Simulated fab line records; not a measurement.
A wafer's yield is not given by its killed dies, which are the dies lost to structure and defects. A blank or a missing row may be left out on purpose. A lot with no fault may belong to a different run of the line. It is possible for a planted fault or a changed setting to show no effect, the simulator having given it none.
Check of tool commonality / flow rit-cmos / 39 wafers sampled across 13 lots

WHAT PROMPTED THE OPENING
RIT_NLDD_TW_MEAS_10, reading NLDD_TW: flagged on 1 of 13 lots. No-fault wafers: 2484, standard deviation 22.
Rule: flag the lot when none of its wafers has a number, or when each of its wafers that has one lies beyond 4 standard deviations from that mean. The rest of the lots are taken to be sound.

lot=L255; measured=day 2 18:35; on=film-metro-02; NLDD_TW, wafer by wafer=2476 2481 2467; flag=
lot=L257; measured=day 3 08:17; on=film-metro-03; NLDD_TW, wafer by wafer=2470 2463 2472; flag=
lot=L258; measured=day 3 12:19; on=film-metro-03; NLDD_TW, wafer by wafer=2461 2452 2464; flag=
lot=L259; measured=day 3 15:01; on=film-metro-03; NLDD_TW, wafer by wafer=30 30 30; flag=FLAGGED
lot=L264; measured=day 4 14:25; on=film-metro-03; NLDD_TW, wafer by wafer=2478 2486 2471; flag=
lot=L266; measured=day 5 01:49; on=film-metro-03; NLDD_TW, wafer by wafer=2462 2475 2467; flag=
lot=L269; measured=day 5 15:25; on=film-metro-02; NLDD_TW, wafer by wafer=2461 2457 2483; flag=
lot=L271; measured=day 6 05:43; on=film-metro-01; NLDD_TW, wafer by wafer=2503 2502 2499; flag=
lot=L272; measured=day 6 07:20; on=film-metro-01; NLDD_TW, wafer by wafer=2513 2504 2503; flag=
lot=L274; measured=day 6 17:53; on=film-metro-02; NLDD_TW, wafer by wafer=2492 2483 2483; flag=
lot=L275; measured=day 7 00:27; on=film-metro-01; NLDD_TW, wafer by wafer=2515 2513 2519; flag=
lot=L277; measured=day 7 08:02; on=film-metro-01; NLDD_TW, wafer by wafer=2515 2512 2515; flag=
lot=L278; measured=day 7 12:25; on=film-metro-03; NLDD_TW, wafer by wafer=2460 2448 2454; flag=
Flagged lots average 30: -2454 relative to the usual, that is -99 or more standard deviations.

TOOL THAT RAN EACH LOT
The record keeps 1 process step preceding the reading, out of 202 steps on the route. Cell contents, in order: the tool; ch with the chambers the sampled wafers went through; the start.
lot=L255; flag=; RIT_NLDD_EXPOSE_03=iline-stepper-02 ch 0, day 2 17:42
lot=L257; flag=; RIT_NLDD_EXPOSE_03=iline-stepper-01 ch 0, day 3 07:24
lot=L258; flag=; RIT_NLDD_EXPOSE_03=iline-stepper-02 ch 0, day 3 11:25
lot=L259; flag=FLAGGED; RIT_NLDD_EXPOSE_03=iline-stepper-02 ch 0, day 3 14:01
lot=L264; flag=; RIT_NLDD_EXPOSE_03=iline-stepper-01 ch 0, day 4 13:31
lot=L266; flag=; RIT_NLDD_EXPOSE_03=iline-stepper-02 ch 0, day 5 00:55
lot=L269; flag=; RIT_NLDD_EXPOSE_03=iline-stepper-02 ch 0, day 5 14:31
lot=L271; flag=; RIT_NLDD_EXPOSE_03=iline-stepper-01 ch 0, day 6 04:46
lot=L272; flag=; RIT_NLDD_EXPOSE_03=iline-stepper-01 ch 0, day 6 06:26
lot=L274; flag=; RIT_NLDD_EXPOSE_03=iline-stepper-02 ch 0, day 6 16:59
lot=L275; flag=; RIT_NLDD_EXPOSE_03=iline-stepper-02 ch 0, day 6 23:20
lot=L277; flag=; RIT_NLDD_EXPOSE_03=iline-stepper-01 ch 0, day 7 07:04
lot=L278; flag=; RIT_NLDD_EXPOSE_03=iline-stepper-01 ch 0, day 7 11:29
These steps, and what they do:
- RIT_NLDD_EXPOSE_03: exposes mask M7, target cd 40700 nm.
- RIT_NLDD_TW_MEAS_10

FLAGGED OVER TOTAL, TOOL BY TOOL (the gauges that took the reading come last)
step=RIT_NLDD_EXPOSE_03; tool=iline-stepper-01; lots run=6; flagged=0; share of the flagged lots=none; sound lots run after its first flagged lot=-
step=RIT_NLDD_EXPOSE_03; tool=iline-stepper-02; lots run=7; flagged=1; share of the flagged lots=all; sound lots run after its first flagged lot=4 (L266,L269,L274,L275)
step=RIT_NLDD_TW_MEAS_10; tool=film-metro-01; lots run=4; flagged=0; share of the flagged lots=none; sound lots run after its first flagged lot=-
step=RIT_NLDD_TW_MEAS_10; tool=film-metro-02; lots run=3; flagged=0; share of the flagged lots=none; sound lots run after its first flagged lot=-
step=RIT_NLDD_TW_MEAS_10; tool=film-metro-03; lots run=6; flagged=1; share of the flagged lots=all; sound lots run after its first flagged lot=3 (L264,L266,L278)

WHAT THE TABLE ALLOWS
Every flagged lot went through 2 rows of the table: iline-stepper-02 at RIT_NLDD_EXPOSE_03 and film-metro-03 at RIT_NLDD_TW_MEAS_10.
- iline-stepper-02 at RIT_NLDD_EXPOSE_03 ran 7 lots, 1 of them flagged. Sound lots ran on it after the first flagged one (L266, L269, L274, L275), which a lasting fault on the whole tool wouldn't allow.
- film-metro-03 at RIT_NLDD_TW_MEAS_10 ran 6 lots, 1 of them flagged. Sound lots ran on it after the first flagged one (L264, L266, L278), which a lasting fault on the whole tool wouldn't allow.
None of the table's rows ran every flagged lot and, after the first, no sound lot.

WHAT THE SIMULATOR PUT IN
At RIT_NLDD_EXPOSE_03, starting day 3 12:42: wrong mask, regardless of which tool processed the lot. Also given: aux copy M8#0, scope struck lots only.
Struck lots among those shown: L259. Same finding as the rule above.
